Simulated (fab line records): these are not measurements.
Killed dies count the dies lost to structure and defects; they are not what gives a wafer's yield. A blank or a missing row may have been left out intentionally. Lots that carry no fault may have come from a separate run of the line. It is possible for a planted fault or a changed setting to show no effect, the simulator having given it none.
Which of the tools did it? | flow ritCmos | 14 lots, 42 wafers sampled, at 4 steps of a route of 202

== WHAT THE GAUGES READ, wafer by wafer ==
RIT_ACTIVE_THK_MEAS_04. Usual: ACTIVE_NITRIDE_THK 150.5 nm, standard deviation 1.4.
lot  | measured    | on           | ACTIVE_NITRIDE_THK (nm) | flag
L870 | day 1 18:35 | filmMetro-03 | 151.4 151.7 151.6       | 
L871 | day 1 18:36 | filmMetro-04 | 150.8 149.7 151.3       | 
L872 | day 2 01:02 | filmMetro-03 | 150.7 151.2 150.8       | 
L873 | day 2 06:52 | filmMetro-02 | 149.8 151.0 150.2       | 
L874 | day 2 11:53 | filmMetro-04 | 147.2 149.7 148.0       | 
L876 | day 2 20:21 | filmMetro-04 | 153.8 153.9 154.5       | 
L881 | day 3 20:32 | filmMetro-02 | 151.2 150.5 151.3       | 
L885 | day 4 17:22 | filmMetro-03 | 150.4 148.5 150.2       | 
L886 | day 5 00:14 | filmMetro-02 | 148.3 148.8 148.3       | 
L888 | day 5 10:31 | filmMetro-02 | 148.2 149.7 149.9       | 
L890 | day 5 17:55 | filmMetro-03 | 149.8 149.8 149.7       | 
L891 | day 6 00:35 | filmMetro-02 | 151.4 150.2 150.8       | 
L892 | day 6 04:10 | filmMetro-04 | 151.1 151.8 151.2       | 
L893 | day 6 11:40 | filmMetro-02 | 151.7 151.1 152.0       | 

RIT_NSD_OVL_MEAS_06. Usual: NSD_OVL -0.3 nm, standard deviation 1.4.
lot  | measured    | on         | NSD_OVL (nm)   | flag
L870 | day 3 13:55 | overlay-02 | -1.4 -1.1 1.2  | 
L871 | day 3 16:36 | overlay-01 | -0.1 0.4 -0.9  | 
L872 | day 3 16:54 | overlay-01 | 1.6 -1.1 -0.6  | 
L873 | day 3 21:17 | overlay-02 | 0.0 0.8 -0.2   | 
L874 | day 4 05:17 | overlay-02 | -2.4 -1.5 -2.2 | 
L876 | day 4 09:33 | overlay-02 | -0.8 1.4 -0.5  | 
L881 | day 5 16:07 | overlay-01 | -0.2 -1.0 0.0  | 
L885 | day 6 10:42 | overlay-02 | -0.9 0.7 -0.8  | 
L886 | day 6 16:35 | overlay-01 | -1.6 -0.1 -0.1 | 
L888 | day 7 02:07 | overlay-01 | -1.7 0.5 -0.2  | 
L890 | day 7 05:19 | overlay-02 | -0.4 -1.0 -2.1 | 
L891 | day 7 13:47 | overlay-02 | 2.3 2.5 3.9    | 
L892 | day 7 18:09 | overlay-02 | 2.6 1.2 1.6    | 
L893 | day 8 00:05 | overlay-02 | -1.3 -2.1 0.0  | 

RIT_M1_OVL_MEAS_10. Usual: M1_OVL 0.6 nm, standard deviation 1.3.
lot  | measured    | on         | M1_OVL (nm)    | flag
L870 | day 3 21:55 | overlay-01 | -0.1 0.5 1.0   | 
L871 | day 4 00:23 | overlay-02 | -2.1 -1.7 -2.6 | 
L872 | day 4 00:50 | overlay-02 | 2.2 2.2 2.6    | 
L873 | day 4 05:07 | overlay-01 | -0.3 0.9 0.7   | 
L874 | day 4 13:07 | overlay-02 | 1.6 1.5 2.0    | 
L876 | day 4 17:03 | overlay-02 | -0.3 0.6 4.5   | 
L881 | day 5 23:29 | overlay-01 | 2.2 -0.5 -0.4  | 
L885 | day 6 18:05 | overlay-02 | 1.1 0.0 0.0    | 
L886 | day 7 00:10 | overlay-01 | 2.2 2.2 2.1    | 
L888 | day 7 09:35 | overlay-02 | 0.4 2.1 -0.3   | 
L890 | day 7 12:48 | overlay-01 | -0.8 -0.6 -3.0 | 
L891 | day 7 21:34 | overlay-02 | 1.1 1.0 2.2    | 
L892 | day 8 02:14 | overlay-02 | 0.5 0.7 0.9    | 
L893 | day 8 07:40 | overlay-01 | 1.8 1.5 0.7    | 

== TOOL THAT RAN EACH LOT (tool first, then ch and the chambers of the sampled wafers, then the start) ==
lot  | RIT_FOX1_OXIDATION_00
L870 | furnace-04 ch 0, day 1 23:32
L871 | furnace-04 ch 0, day 1 23:32
L872 | furnace-01 ch 0, day 2 08:26
L873 | furnace-03 ch 0, day 2 10:05
L874 | furnace-04 ch 0, day 2 14:07
L876 | furnace-04 ch 0, day 2 23:56
L881 | furnace-01 ch 0, day 3 23:10
L885 | furnace-03 ch 0, day 4 22:46
L886 | furnace-01 ch 0, day 5 04:26
L888 | furnace-03 ch 0, day 5 12:55
L890 | furnace-04 ch 0, day 5 21:31
L891 | furnace-04 ch 0, day 6 03:20
L892 | furnace-04 ch 0, day 6 08:41
L893 | furnace-01 ch 0, day 6 13:46
- RIT_FOX1_OXIDATION_00: target thk 350.7 nm, ox time 1130 s.

== AS READ BY THE TOOLS THEMSELVES (means over the sampled wafers that have a number; for cases with no such wafer, the mark the record gives instead) ==
The record holds no such reading with a usual standard deviation.

== THE ANSWER, worked out from the rows above alone ==
Rule: take the mean of a lot's wafers that have a number; if it is more than 3 standard deviations from the usual mean, the lot is off. A lot without any number at a reading at which 4 lots or more have one is off too. Any other lot the step has rows for is counted as sound. The gauges are gone through in route order, then the tools' own readings, and for those a lot's mean is taken as printed above. The first step at which some lot is off is used, and at that step the reading that is off furthest; a lot without a number counts as furthest.
Nothing can be told from this: no lot is off at any reading shown.

== WHAT HAD BEEN PUT IN BY THE SIMULATOR ==
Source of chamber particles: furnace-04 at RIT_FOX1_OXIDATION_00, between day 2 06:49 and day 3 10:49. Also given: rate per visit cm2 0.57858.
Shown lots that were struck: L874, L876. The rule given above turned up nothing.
